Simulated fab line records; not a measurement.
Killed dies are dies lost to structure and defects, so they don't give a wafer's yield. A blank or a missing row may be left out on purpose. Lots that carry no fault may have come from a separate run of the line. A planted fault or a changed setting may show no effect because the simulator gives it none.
Lot-split experiment / flow berkeley_cmos170 / on a route of 331 steps: 5 lots, 23 wafers read

## ABOUT THE SPLIT
At UCB170_NLDD_EXPOSE_03 (exposes mask NSELECT, target cd 1200 nm), the setting dose_mj was moved away from the recipe's 30 on 7 of the 23 wafers read, by -4.8% to +5.8%. This setting was run at the recipe's value on the other wafers.

## SPLIT TO READING: what lies between them in the file, 1 step
- UCB170_NLDD_DEVELOP_05: develop time 45 s (also split here: develop_time_s)

## THE READING
cd_nm at UCB170_NLDD_CD_MEAS_06, given in nm (cd target 1200 nm). Fault-free wafers of this fab line usually give 1200.6 nm, standard deviation 1.8 nm.

wafer=L074.2; tool, chamber at the split=krf_scanner-02, 0; dose_mj as run=30; against the recipe=recipe; cd_nm, nm=1198.4; against lot-mates on the recipe=-
wafer=L074.3; tool, chamber at the split=krf_scanner-02, 0; dose_mj as run=30; against the recipe=recipe; cd_nm, nm=1199.1; against lot-mates on the recipe=-
wafer=L074.4; tool, chamber at the split=krf_scanner-02, 0; dose_mj as run=30; against the recipe=recipe; cd_nm, nm=1199.3; against lot-mates on the recipe=-
wafer=L074.5; tool, chamber at the split=krf_scanner-02, 0; dose_mj as run=30; against the recipe=recipe; cd_nm, nm=1199.5; against lot-mates on the recipe=-
wafer=L074.6; tool, chamber at the split=krf_scanner-02, 0; dose_mj as run=30; against the recipe=recipe; cd_nm, nm=1198.1; against lot-mates on the recipe=-
wafer=L078.2; tool, chamber at the split=krf_scanner-02, 0; dose_mj as run=30; against the recipe=recipe; cd_nm, nm=1201.1; against lot-mates on the recipe=-
wafer=L078.3; tool, chamber at the split=krf_scanner-02, 0; dose_mj as run=30; against the recipe=recipe; cd_nm, nm=1199.3; against lot-mates on the recipe=-
wafer=L078.4; tool, chamber at the split=krf_scanner-02, 0; dose_mj as run=30; against the recipe=recipe; cd_nm, nm=1200.0; against lot-mates on the recipe=-
wafer=L075.1; tool, chamber at the split=krf_scanner-01, 0; dose_mj as run=30; against the recipe=recipe; cd_nm, nm=1200.4; against lot-mates on the recipe=-
wafer=L075.2; tool, chamber at the split=krf_scanner-01, 0; dose_mj as run=31.75; against the recipe=+5.8%; cd_nm, nm=1209.4; against lot-mates on the recipe=+8.4
wafer=L075.3; tool, chamber at the split=krf_scanner-01, 0; dose_mj as run=30; against the recipe=recipe; cd_nm, nm=1201.5; against lot-mates on the recipe=-
wafer=L075.4; tool, chamber at the split=krf_scanner-01, 0; dose_mj as run=30; against the recipe=recipe; cd_nm, nm=1201.0; against lot-mates on the recipe=-
wafer=L075.5; tool, chamber at the split=krf_scanner-01, 0; dose_mj as run=31.75; against the recipe=+5.8%; cd_nm, nm=1211.8; against lot-mates on the recipe=+10.8
wafer=L076.2; tool, chamber at the split=krf_scanner-02, 0; dose_mj as run=30; against the recipe=recipe; cd_nm, nm=1197.6; against lot-mates on the recipe=-
wafer=L076.3; tool, chamber at the split=krf_scanner-02, 0; dose_mj as run=30; against the recipe=recipe; cd_nm, nm=1196.8; against lot-mates on the recipe=-
wafer=L076.4; tool, chamber at the split=krf_scanner-02, 0; dose_mj as run=29.02; against the recipe=-3.3%; cd_nm, nm=1192.8; against lot-mates on the recipe=-4.4
wafer=L076.5; tool, chamber at the split=krf_scanner-02, 0; dose_mj as run=30; against the recipe=recipe; cd_nm, nm=1197.1; against lot-mates on the recipe=-
wafer=L076.6; tool, chamber at the split=krf_scanner-02, 0; dose_mj as run=29.02; against the recipe=-3.3%; cd_nm, nm=1192.9; against lot-mates on the recipe=-4.3
wafer=L085.1; tool, chamber at the split=krf_scanner-01, 0; dose_mj as run=28.57; against the recipe=-4.8%; cd_nm, nm=1194.2; against lot-mates on the recipe=-7.7
wafer=L085.3; tool, chamber at the split=krf_scanner-01, 0; dose_mj as run=28.57; against the recipe=-4.8%; cd_nm, nm=1193.1; against lot-mates on the recipe=-8.8
wafer=L085.4; tool, chamber at the split=krf_scanner-01, 0; dose_mj as run=30; against the recipe=recipe; cd_nm, nm=1202.5; against lot-mates on the recipe=-
wafer=L085.5; tool, chamber at the split=krf_scanner-01, 0; dose_mj as run=28.57; against the recipe=-4.8%; cd_nm, nm=1192.7; against lot-mates on the recipe=-9.2
wafer=L085.6; tool, chamber at the split=krf_scanner-01, 0; dose_mj as run=30; against the recipe=recipe; cd_nm, nm=1201.3; against lot-mates on the recipe=-

FIT RESULTS
A straight line over all 23 wafers: cd_nm changes by +1.67 nm for each +1% of dose_mj; r = +0.94; the points scatter about the line by 1.7 nm.
The same after taking each lot's own level away (the mean of its wafers on the recipe; 23 wafers): +1.67 nm for each +1%; r = +0.99; scatter 0.77 nm.
On that fit, the largest move of dose_mj shifts the reading by 9.7 nm.
The span of the lots' own levels, 1197.17 to 1201.90 nm, comes to 2.6 times the standard deviation stated above.
The two slopes are in agreement: the lot-to-lot level therefore moves the slope only a little.
Check: for one of the wafers moved furthest among these (+5.8%), held out of the fit, the line's prediction against its lot-mates is +10.3 nm. Against them it came out at +8.43 nm.

## OTHER SPLITS ON THESE WAFERS
Other splits were also applied to these wafers ahead of the reading. Each is held against what the fit with the lots' levels taken away leaves over:
other split on the same wafers=UCB170_PWELL_CVD_05 sih2cl2_flow_sccm; wafers away from the commonest value=18; r with cd_nm (lot level and that fit taken away)=+0.03
other split on the same wafers=UCB170_PWELL_COAT_08 spin_rpm; wafers away from the commonest value=8; r with cd_nm (lot level and that fit taken away)=+0.28
other split on the same wafers=UCB170_PWELL_IMPLANT_15 dose_cm2; wafers away from the commonest value=9; r with cd_nm (lot level and that fit taken away)=-0.08
other split on the same wafers=UCB170_WELLDRIVE_OXIDATION_01 ox_time_s; wafers away from the commonest value=10; r with cd_nm (lot level and that fit taken away)=+0.17
other split on the same wafers=UCB170_SACOX_OXIDATION_01 ox_time_s; wafers away from the commonest value=5; r with cd_nm (lot level and that fit taken away)=+0.01
other split on the same wafers=UCB170_PVT_IMPLANT_07 energy_kev; wafers away from the commonest value=11; r with cd_nm (lot level and that fit taken away)=-0.11
other split on the same wafers=UCB170_GATE_COAT_07 spin_rpm; wafers away from the commonest value=12; r with cd_nm (lot level and that fit taken away)=-0.34
other split on the same wafers=UCB170_NLDD_DEVELOP_05 develop_time_s; wafers away from the commonest value=6; r with cd_nm (lot level and that fit taken away)=-0.06

## THE FILE'S OWN FIT
cd_nm changes by +1.65 nm for each +1% of dose_mj, r = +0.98.
